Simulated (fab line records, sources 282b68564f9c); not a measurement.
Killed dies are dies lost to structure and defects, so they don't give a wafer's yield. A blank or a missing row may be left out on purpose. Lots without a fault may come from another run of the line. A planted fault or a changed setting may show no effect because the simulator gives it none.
Split-lot experiment | flow rit_cmos | 5 lots, 23 wafers read, on a route of 202 steps

THE SPLIT
At RIT_NWELL_IMPLANT_08, the setting dose_cm2 was moved away from the recipe's 5e+13 on 5 of the 23 wafers read, by -6.8% to -5.6%. The other wafers ran this setting at the recipe's value.

FROM THE SPLIT TO THE READING: what the file shows between them, 4 steps
- RIT_PWELL_IMPLANT_08 (also split here: dose_cm2)
- RIT_PWELL_STRIP_09: strips in O2, time 180 s
- RIT_PWELL_TW_MEAS_10
- RIT_WELLDRIVE_ANNEAL_00: time 14700 s

THE READING
NWELL_RS, in ohm/sq, at RIT_WELLDRIVE_RS_MEAS_01 (measures by four-point-probe). Fault-free wafers of this fab line usually give 275.7 ohm/sq, standard deviation 0.6 ohm/sq.

wafer  | tool, chamber at the split | dose_cm2 as run | against the recipe | NWELL_RS, ohm/sq | against lot-mates on the recipe
L074.1 | implanter-03, 0            | 5e+13           | recipe             | 275.1            | -
L074.3 | implanter-03, 0            | 4.659e+13       | -6.8%              | 287.0            | +11.5
L074.4 | implanter-03, 0            | 4.659e+13       | -6.8%              | 288.0            | +12.5
L074.5 | implanter-03, 0            | 5e+13           | recipe             | 275.8            | -
L074.6 | implanter-03, 0            | 4.659e+13       | -6.8%              | 287.9            | +12.4
L075.1 | implanter-04, 0            | 5e+13           | recipe             | 276.3            | -
L075.2 | implanter-04, 0            | 5e+13           | recipe             | 274.9            | -
L075.3 | implanter-04, 0            | 5e+13           | recipe             | 275.2            | -
L075.4 | implanter-04, 0            | 4.718e+13       | -5.6%              | 285.6            | +10.1
L075.6 | implanter-04, 0            | 4.718e+13       | -5.6%              | 285.4            | +9.9
L078.2 | implanter-03, 0            | 5e+13           | recipe             | 276.2            | -
L078.3 | implanter-03, 0            | 5e+13           | recipe             | 275.9            | -
L078.4 | implanter-03, 0            | 5e+13           | recipe             | 276.5            | -
L078.5 | implanter-03, 0            | 5e+13           | recipe             | 276.9            | -
L078.6 | implanter-03, 0            | 5e+13           | recipe             | 276.1            | -
L081.1 | implanter-03, 0            | 5e+13           | recipe             | 276.1            | -
L081.3 | implanter-03, 0            | 5e+13           | recipe             | 275.8            | -
L081.4 | implanter-03, 0            | 5e+13           | recipe             | 275.7            | -
L081.5 | implanter-03, 0            | 5e+13           | recipe             | 276.4            | -
L081.6 | implanter-03, 0            | 5e+13           | recipe             | 276.4            | -
L084.3 | implanter-03, 0            | 5e+13           | recipe             | 276.8            | -
L084.4 | implanter-03, 0            | 5e+13           | recipe             | 275.6            | -
L084.6 | implanter-03, 0            | 5e+13           | recipe             | 276.8            | -

THE FIT
A straight line over all 23 wafers: NWELL_RS changes by -1.69 ohm/sq for each +1% of dose_cm2; r = -0.99; the points scatter about the line by 0.55 ohm/sq.
The same after taking each lot's own level away (the mean of its wafers on the recipe; 23 wafers): -1.78 ohm/sq for each +1%; r = -1.00; scatter 0.43 ohm/sq.
On that fit, the largest move of dose_cm2 shifts the reading by 12 ohm/sq.
The lots' own levels span 275.45 to 276.40 ohm/sq, that is 1.6 times the standard deviation above.
So the lot-to-lot level changes the slope little: the two slopes agree.
Check: with one of the wafers moved furthest among these (-6.8%) left out of the fit, the line predicts +12.4 ohm/sq for it against its lot-mates. It came out at +11.5 ohm/sq against them.

OTHER SPLITS ON THESE WAFERS
These wafers also went through other splits before the reading. Each is held against what the fit with the lots' levels taken away leaves over:
other split on the same wafers   | wafers away from the commonest value | r with NWELL_RS (lot level and that fit taken away)
RIT_ACTIVE_CVD_03 pressure_mtorr | 18                                   | +0.00
RIT_ACTIVE_EXPOSE_08 dose_mj     | 5                                    | -0.15
RIT_ACTIVE_ETCH_13 rf_w          | 7                                    | -0.01
RIT_FOX1_WET_ETCH_02 time_s      | 10                                   | -0.01
RIT_PWELL_IMPLANT_08 dose_cm2    | 4                                    | -0.22

THE FILE'S OWN FIT
NWELL_RS changes by -1.78 ohm/sq for each +1% of dose_cm2, r = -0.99.
